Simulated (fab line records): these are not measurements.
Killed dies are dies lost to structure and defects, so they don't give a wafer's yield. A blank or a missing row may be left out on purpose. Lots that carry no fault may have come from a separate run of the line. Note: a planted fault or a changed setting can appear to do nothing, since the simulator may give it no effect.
The tool behind it: which one?    flow berkeley-cmos170    42 wafers from 14 lots sampled at 5 of the route's 331 steps

== WHAT THE GAUGES SHOWED, per wafer ==
UCB170_M1_CD_MEAS_09: the cd target is 700 nm.
lot   measured      on         cd-nm (nm)
L530  day 7 01:47   cd-sem-01  703.5 703.6 702.6
L532  day 7 18:10   cd-sem-01  698.9 700.6 699.5
L531  day 7 18:41   cd-sem-01  700.6 700.3 700.4
L534  day 8 04:06   cd-sem-01  700.3 701.0 701.2
L533  day 8 02:40   cd-sem-01  701.6 700.4 699.7
L535  day 8 16:04   cd-sem-01  699.1 700.3 699.5
L537  day 8 18:10   cd-sem-02  699.8 700.2 700.4
L541  day 9 19:22   cd-sem-01  699.3 697.7 698.2
L540  day 9 18:57   cd-sem-02  711.6 711.6 710.9
L542  day 10 05:02  cd-sem-02  711.9 711.4 712.6
L546  day 10 21:26  cd-sem-02  699.5 700.4 699.4
L548  day 10 22:28  cd-sem-01  698.2 699.8 699.4
L547  day 10 21:50  cd-sem-01  700.9 701.7 702.2
L552  day 11 14:43  cd-sem-02  700.8 700.5 700.4

== WHAT TOOL EACH LOT RAN ON (gives the tool, then ch and the chambers of the sampled wafers, and finally the start) ==
lot   UCB170_ACTIVE_ETCH_15              UCB170_ACTIVE_STRIP_16               UCB170_CONTACT_STRIP_06               UCB170_M1_SOFTBAKE_05
L530  rie-diel-02 ch 0,2,3, day 4 11:52  plasma-asher-02 ch 0,1, day 4 11:58  plasma-asher-04 ch 0,1, day 6 22:41   litho-track-01 ch 0, day 7 01:00
L532  rie-diel-01 ch 1,2,3, day 4 18:10  plasma-asher-01 ch 0,1, day 4 18:16  plasma-asher-03 ch 0,1, day 7 13:05   litho-track-04 ch 0, day 7 17:00
L531  rie-diel-03 ch 1,2,3, day 4 18:26  plasma-asher-04 ch 0,1, day 4 18:32  plasma-asher-02 ch 0,1, day 7 13:05   litho-track-01 ch 0, day 7 17:00
L534  rie-diel-01 ch 1,2, day 5 11:08    plasma-asher-01 ch 0,1, day 5 11:16  plasma-asher-02 ch 0,1, day 7 22:35   litho-track-04 ch 0, day 8 03:00
L533  rie-diel-03 ch 1,2,3, day 5 11:26  plasma-asher-04 ch 0,1, day 5 11:32  plasma-asher-04 ch 0,1, day 7 22:17   litho-track-04 ch 0, day 8 01:00
L535  rie-diel-03 ch 0,1, day 5 20:37    plasma-asher-01 ch 0,1, day 5 20:43  plasma-asher-04 ch 0,1, day 8 12:22   litho-track-01 ch 0, day 8 15:00
L537  rie-diel-02 ch 1,2,3, day 6 01:04  plasma-asher-01 ch 0,1, day 6 01:10  plasma-asher-03 ch 0,1, day 8 14:09   litho-track-04 ch 0, day 8 17:00
L541  rie-diel-01 ch 0,2, day 6 13:08    plasma-asher-02 ch 0,1, day 6 13:14  plasma-asher-02 ch 0, day 9 11:40     litho-track-02 ch 0, day 9 18:00
L540  rie-diel-02 ch 1,2,3, day 6 13:15  plasma-asher-01 ch 0,1, day 6 13:21  plasma-asher-04 ch 0,1, day 9 11:40   litho-track-01 ch 0, day 9 18:00
L542  rie-diel-01 ch 0,1,3, day 7 02:10  plasma-asher-04 ch 0,1, day 7 02:16  plasma-asher-02 ch 0,1, day 10 01:19  litho-track-01 ch 0, day 10 04:00
L546  rie-diel-03 ch 1,2, day 7 12:18    plasma-asher-04 ch 0,1, day 7 12:24  plasma-asher-03 ch 0,1, day 10 14:20  litho-track-04 ch 0, day 10 19:00
L548  rie-diel-03 ch 0,1, day 8 01:51    plasma-asher-01 ch 1, day 8 01:57    plasma-asher-03 ch 0,1, day 10 15:31  litho-track-04 ch 0, day 10 21:00
L547  rie-diel-02 ch 0,2,3, day 8 01:58  plasma-asher-04 ch 0,1, day 8 02:04  plasma-asher-04 ch 0,1, day 10 15:08  litho-track-02 ch 0, day 10 20:00
L552  rie-diel-02 ch 0,1,3, day 8 22:48  plasma-asher-02 ch 0,1, day 8 22:54  plasma-asher-04 ch 0,1, day 11 10:14  litho-track-02 ch 0, day 11 13:00
- UCB170_ACTIVE_ETCH_15: etches Si3N4 in CH3F/Ar/O2, stops on SiO2, target depth 242 nm, time 151 s.
- UCB170_ACTIVE_STRIP_16: strips in O2.
- UCB170_CONTACT_STRIP_06: strips in O2.
- UCB170_M1_SOFTBAKE_05: time 60 s.

== AS READ BY THE TOOLS THEMSELVES (means over the sampled wafers that have a number; for cases with no such wafer, the mark the record gives instead) ==
UCB170_ACTIVE_ETCH_15.
lot   tool         CH3F_flow_sccm (sccm)  drypump-motor-current-A (A)  oes-product-au (a.u.)  throttle-valve-pct (%)
L530  rie-diel-02  20.00                  5.9                          0.939                  8.11
L532  rie-diel-01  20.01                  5.8                          0.931                  8.12
L531  rie-diel-03  19.98                  5.7                          0.934                  7.93
L534  rie-diel-01  19.96                  5.7                          0.942                  8.05
L533  rie-diel-03  20.05                  5.7                          0.944                  7.93
L535  rie-diel-03  20.00                  5.5                          0.950                  8.15
L537  rie-diel-02  20.02                  5.7                          0.947                  8.10
L541  rie-diel-01  19.99                  5.1                          0.936                  8.06
L540  rie-diel-02  20.01                  5.7                          0.948                  8.09
L542  rie-diel-01  19.99                  5.6                          0.940                  7.98
L546  rie-diel-03  19.98                  5.4                          0.953                  7.99
L548  rie-diel-03  20.03                  5.5                          0.948                  8.16
L547  rie-diel-02  20.01                  5.9                          0.960                  8.10
L552  rie-diel-02  19.97                  5.4                          0.934                  8.14

UCB170_ACTIVE_STRIP_16.
lot   tool             drypump-motor-current-A (A)  oes-product-au (a.u.)  strip-time-to-endpoint-s (s)
L530  plasma-asher-02  6.0                          0.723                  18.34
L532  plasma-asher-01  5.6                          0.722                  18.43
L531  plasma-asher-04  5.4                          0.726                  18.37
L534  plasma-asher-01  5.6                          0.719                  18.31
L533  plasma-asher-04  5.4                          0.720                  18.42
L535  plasma-asher-01  5.5                          0.718                  18.14
L537  plasma-asher-01  5.6                          0.718                  18.37
L541  plasma-asher-02  6.0                          0.718                  18.35
L540  plasma-asher-01  5.6                          0.719                  18.20
L542  plasma-asher-04  5.4                          0.720                  18.40
L546  plasma-asher-04  5.4                          0.725                  18.42
L548  plasma-asher-01  5.8                          0.721                  18.31
L547  plasma-asher-04  5.5                          0.724                  18.47
L552  plasma-asher-02  6.0                          0.725                  18.39

UCB170_CONTACT_STRIP_06.
lot   tool             drypump-motor-current-A (A)  oes-product-au (a.u.)  strip-time-to-endpoint-s (s)
L530  plasma-asher-04  5.42                         0.734                  22.02
L532  plasma-asher-03  5.40                         0.732                  22.00
L531  plasma-asher-02  5.90                         0.729                  21.88
L534  plasma-asher-02  5.97                         0.734                  21.98
L533  plasma-asher-04  5.42                         0.729                  21.97
L535  plasma-asher-04  5.43                         0.731                  21.99
L537  plasma-asher-03  5.65                         0.734                  22.04
L541  plasma-asher-02  5.87                         0.729                  22.01
L540  plasma-asher-04  5.43                         0.736                  22.06
L542  plasma-asher-02  5.99                         0.733                  21.99
L546  plasma-asher-03  5.62                         0.737                  21.98
L548  plasma-asher-03  5.61                         0.732                  22.00
L547  plasma-asher-04  5.43                         0.730                  22.00
L552  plasma-asher-04  5.38                         0.737                  21.95

UCB170_M1_SOFTBAKE_05.
lot   tool            heater-power-total-W (W)  plate-temp-C (C)  resist-line-temp-C (C)
L530  litho-track-01  56.77                     129.80            22.98
L532  litho-track-04  56.80                     130.08            22.91
L531  litho-track-01  56.77                     130.04            23.11
L534  litho-track-04  56.80                     129.73            23.03
L533  litho-track-04  56.80                     130.10            23.08
L535  litho-track-01  56.80                     130.08            22.90
L537  litho-track-04  56.86                     130.10            22.86
L541  litho-track-02  56.79                     129.92            22.96
L540  litho-track-01  53.87                     124.78            22.92
L542  litho-track-01  53.85                     124.75            22.99
L546  litho-track-04  56.78                     129.85            23.14
L548  litho-track-04  56.80                     130.04            23.04
L547  litho-track-02  56.75                     129.97            23.00
L552  litho-track-02  56.81                     130.04            23.04

== THE ANSWER, worked out from the rows above alone ==
Rule: what is usual is taken from the lots themselves. The widest of any qualifying gaps counts: lots, ordered by their means at a reading, are off when they make up no more than a third of the lots, leave a main group of 4 or more, and stand apart from it by 3 or more times the standard deviation of that group's means. A main group is skipped when, at the precision printed for the reading in the tables above, its means are all equal. A lot without any number at a reading at which 4 lots or more have one is off too. Where the step has rows for the other lots, those lots are counted as sound. Order of review: gauges by route order, followed by the tools' own readings, for which a lot's mean as printed above is used. At the first step where some lot is off, the reading lying furthest off is the one used; lots without a number count as furthest.
Off: L540, L542, at UCB170_M1_CD_MEAS_09 (cd-nm). The main group has a mean of 700.3 nm with a standard deviation of 1.2.
A tool fits if, at a process step before that reading, it ran every lot that is off, and no sound lot after the first of them. Not tried: the gauges at UCB170_M1_CD_MEAS_09; whatever is off there is also off at UCB170_M1_SOFTBAKE_05, on other tools, and gauge error can't account for it. One candidate fits, namely litho-track-01 at UCB170_M1_SOFTBAKE_05. A fault onset in the window from L535 (day 8 15:00, its last sound lot) to L540 (day 9 18:00, its first lot off) fits.
The tool's own readings at UCB170_M1_SOFTBAKE_05 bear it out: on the lots that are off they differ by more than 5 times the standard deviation of the sound lots' means. heater-power-total-W reads 53.86 W there against 56.79 W on the sound lots; plate-temp-C reads 124.77 C there against 129.98 C on the sound lots.

== WHAT WAS PUT IN BY THE SIMULATOR ==
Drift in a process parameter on litho-track-01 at UCB170_M1_SOFTBAKE_05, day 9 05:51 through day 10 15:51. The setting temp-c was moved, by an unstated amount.
Struck lots among those shown: L540, L542. The rule above reached the same finding.
